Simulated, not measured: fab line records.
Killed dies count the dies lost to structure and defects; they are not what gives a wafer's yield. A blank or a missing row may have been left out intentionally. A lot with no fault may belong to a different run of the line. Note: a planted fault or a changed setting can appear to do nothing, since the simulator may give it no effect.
Comparing a struck lot with a sound one -- flow rit cmos -- 22 steps out of a route of 202
Sound: the wafers L794.1, L794.3, L794.4. The struck wafers were L802.2, L802.3, L802.4. At the end, the cause is stated.
For every step that has rows: the tool of each side, followed by ch and its chambers, followed by its first start. Under that, the readings that differ: sound wafers -- struck wafers -- difference of the means -- sigmas: that difference in standard deviations of wafers without a fault.
alike: readings with means less than 2 such deviations apart, plus words and numbers identical on both sides. not compared: withheld readings, readings lacking a value on some wafer, bounds such as >300 that could conceal the same value, and numbers that have no deviation in the record and whose values overlap.
A row with sigmas, a row that says differs or no value, or rows on one side alone: a step with any of these is where the two part. Numbers that have no deviation but don't overlap get no sigmas and don't part them. A reading missing from all wafers of one side parts the sides only when that side holds two or more wafers.

first, 2 steps without rows for these wafers: RIT_NSD_HARDBAKE_07 (time 60 s); RIT_NSD_IMPLANT_08.
RIT_NSD_STRIP_09: strips in O2, time 180 s.
  sound on plasma asher-01 ch 0,1, day 3 09:59; struck on plasma asher-01 ch 0,1, day 5 01:23
  alike: drypump motor current A
  not compared: rf hours counter h
RIT_NSD_TW_MEAS_10:
  sound on film metro-01 at day 3 10:10; struck on film metro-02 at day 5 01:34
  alike: NSD_TW
then, 6 steps without rows for these wafers: RIT_PSD_HMDS_00 (prime time 60 s); RIT_PSD_COAT_01 (resist thk 1000 nm); RIT_PSD_SOFTBAKE_02 (time 60 s); RIT_PSD_EXPOSE_03 (exposes mask M10, target cd 40900 nm); RIT_PSD_PEB_04; RIT_PSD_DEVELOP_05 (develop time 50 s).
RIT_PSD_OVL_MEAS_06:
  sound on overlay-02 at day 3 11:04; struck on overlay-02 at day 5 02:29
  alike: PSD_OVL
then, 1 step without rows for these wafers: RIT_PSD_HARDBAKE_07 (time 60 s).
RIT_PSD_IMPLANT_08:
  sound on implanter-03 ch 0, day 3 11:16; struck on implanter-02 ch 0, day 5 02:41
reading,sound,struck,difference,sigmas
tilt deg (degrees),7.018 7.010 7.028,8.736 8.754 8.760,+1.731,+96
  alike: end station pressure torr
RIT_PSD_STRIP_09: strips in O2, time 180 s.
  sound on plasma asher-04 ch 0,1, day 3 11:25; struck on plasma asher-01 ch 0,1, day 5 02:49
  alike: drypump motor current A
  not compared: rf hours counter h
RIT_PSD_TW_MEAS_10:
  sound on film metro-02 at day 3 11:35; struck on film metro-02 at day 5 02:59
  alike: PSD_TW
then, 3 steps without rows for these wafers: RIT_SDANNEAL_CLEAN_00 (cleans in SC1, time 600 s); RIT_SDANNEAL_CLEAN_01 (cleans in dHF, time 30 s); RIT_SDANNEAL_CLEAN_02 (cleans in SC2, time 600 s).
RIT_SDANNEAL_RTA_03: time 5 s.
  sound on rtp anneal-01 ch 0, day 3 12:02; struck on rtp anneal-01 ch 0, day 5 03:26
  alike: wafer_temp_C_max
RIT_SDANNEAL_RS_MEAS_04: a four-point-probe measurement.
  sound on film metro-03 at day 3 12:06; struck on film metro-02 at day 5 03:30
reading,sound,struck,difference,sigmas
PSD_RS (ohm/sq),116.1 116.0 115.8,- - -,no value on the struck wafers,
RIT_SDANNEAL_RS_MEAS_05: a four-point-probe measurement.
  sound on film metro-03 at day 3 12:13; struck on film metro-02 at day 5 03:37
reading,sound,struck,difference,sigmas
NSD_RS (ohm/sq),84.70 85.00 85.00,84.35 84.14 84.21,-0.67,-2
RIT_M1_PROBE_99:
  sound on prober-01 at day 3 20:28; struck on prober-01 at day 5 11:25
reading,sound,struck,difference,sigmas
killed at contacts,0 0 0,0 1 1,+1,+2
model.etest.diode pplus nwell.bv v (V),6.801 6.784 6.843,6.499 6.418 6.498,-0.338,
model.etest.diode pplus nwell.cj ff um2,1.632 1.641 1.633,1.766 1.78 1.754,+0.131,
model.etest.diode pplus comb.cj ff um2,1.931 1.93 1.933,2.059 2.067 2.058,+0.130,
  alike: killed at front end, killed dies, killed open, killed short
  not compared: model.etest.pmos_0p15.bv v, model.etest.pmos_0p3.bv v

WHERE THEY PART
First at RIT_PSD_IMPLANT_08; last, within this record, at RIT_M1_PROBE_99.

WHY: whatever the simulator had introduced
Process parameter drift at RIT_PSD_IMPLANT_08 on implanter-02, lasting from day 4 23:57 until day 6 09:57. From 7, the setting tilt deg moved by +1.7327. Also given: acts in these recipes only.
